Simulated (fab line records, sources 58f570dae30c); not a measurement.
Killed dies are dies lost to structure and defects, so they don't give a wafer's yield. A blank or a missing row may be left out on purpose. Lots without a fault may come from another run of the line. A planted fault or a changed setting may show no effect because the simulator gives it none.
Split-lot experiment | flow berkeley_cmos170 | 5 lots, 23 wafers read, on a route of 331 steps

THE SPLIT
At UCB170_PWELL_CVD_05 (deposits Si3N4 from SiH2Cl2/NH3, target thk 220 nm, time 3300 s), the setting sih2cl2_flow_sccm was moved away from the recipe's 25 sccm on 15 of the 23 wafers read, by -14.1% to +11.0%. The other wafers ran this setting at the recipe's value.

The file shows no step between the split and the reading.

THE READING
PWELL_NITRIDE_THK, in nm, at UCB170_PWELL_THK_MEAS_06. Fault-free wafers of this fab line usually give 219.6 nm, standard deviation 1.6 nm.

wafer  | tool, chamber at the split | sih2cl2_flow_sccm as run, sccm | against the recipe | PWELL_NITRIDE_THK, nm | against lot-mates on the recipe
L074.2 | -, -                       | 21.48                          | -14.1%             | 210.8                 | no lot-mate on the recipe
L074.3 | -, -                       | 21.48                          | -14.1%             | 209.2                 | no lot-mate on the recipe
L074.4 | -, -                       | 21.48                          | -14.1%             | 212.3                 | no lot-mate on the recipe
L074.5 | -, -                       | 21.48                          | -14.1%             | 211.9                 | no lot-mate on the recipe
L074.6 | -, -                       | 21.48                          | -14.1%             | 210.0                 | no lot-mate on the recipe
L075.1 | -, -                       | 27.74                          | +11.0%             | 224.8                 | no lot-mate on the recipe
L075.2 | -, -                       | 27.74                          | +11.0%             | 224.5                 | no lot-mate on the recipe
L075.4 | -, -                       | 27.74                          | +11.0%             | 225.1                 | no lot-mate on the recipe
L075.5 | -, -                       | 27.74                          | +11.0%             | 223.1                 | no lot-mate on the recipe
L075.6 | -, -                       | 27.74                          | +11.0%             | 225.4                 | no lot-mate on the recipe
L076.1 | -, -                       | 23.46                          | -6.2%              | 216.8                 | no lot-mate on the recipe
L076.2 | -, -                       | 23.46                          | -6.2%              | 216.3                 | no lot-mate on the recipe
L076.3 | -, -                       | 23.46                          | -6.2%              | 216.2                 | no lot-mate on the recipe
L076.4 | -, -                       | 23.46                          | -6.2%              | 217.3                 | no lot-mate on the recipe
L076.5 | -, -                       | 23.46                          | -6.2%              | 218.7                 | no lot-mate on the recipe
L077.1 | -, -                       | 25                             | recipe             | 218.9                 | -
L077.3 | -, -                       | 25                             | recipe             | 217.6                 | -
L077.4 | -, -                       | 25                             | recipe             | 218.4                 | -
L077.5 | -, -                       | 25                             | recipe             | 218.8                 | -
L077.6 | -, -                       | 25                             | recipe             | 218.6                 | -
L080.1 | lpcvd-02, 0                | 25                             | recipe             | 218.5                 | -
L080.2 | lpcvd-02, 0                | 25                             | recipe             | 220.1                 | -
L080.6 | lpcvd-02, 0                | 25                             | recipe             | 219.2                 | -

THE FIT
A straight line over all 23 wafers: PWELL_NITRIDE_THK changes by +0.528 nm for each +1% of sih2cl2_flow_sccm; r = +0.97; the points scatter about the line by 1.2 nm.
Too few moved wafers have a lot-mate on the recipe to fit a line with each lot's own level taken away.

THE WHOLE CHAIN: every reading that the file lists as answering this split, in the file's order
step                     | what it does                                                    | reading                                                                       | change (the file's fit)               | r (the file's)
UCB170_PWELL_CVD_05      | deposits Si3N4 from SiH2Cl2/NH3, target thk 220 nm, time 3300 s | Si3N4_of_PWELL_CVD_05.thk_nm (the simulator's own value, which no gauge read) | +0.525 nm for each +1% of the setting | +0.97
UCB170_PWELL_THK_MEAS_06 |                                                                 | PWELL_NITRIDE_THK                                                             | +0.527 for each +1% of the setting    | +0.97

THE FILE'S OWN FIT
PWELL_NITRIDE_THK changes by +0.527 nm for each +1% of sih2cl2_flow_sccm, r = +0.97.
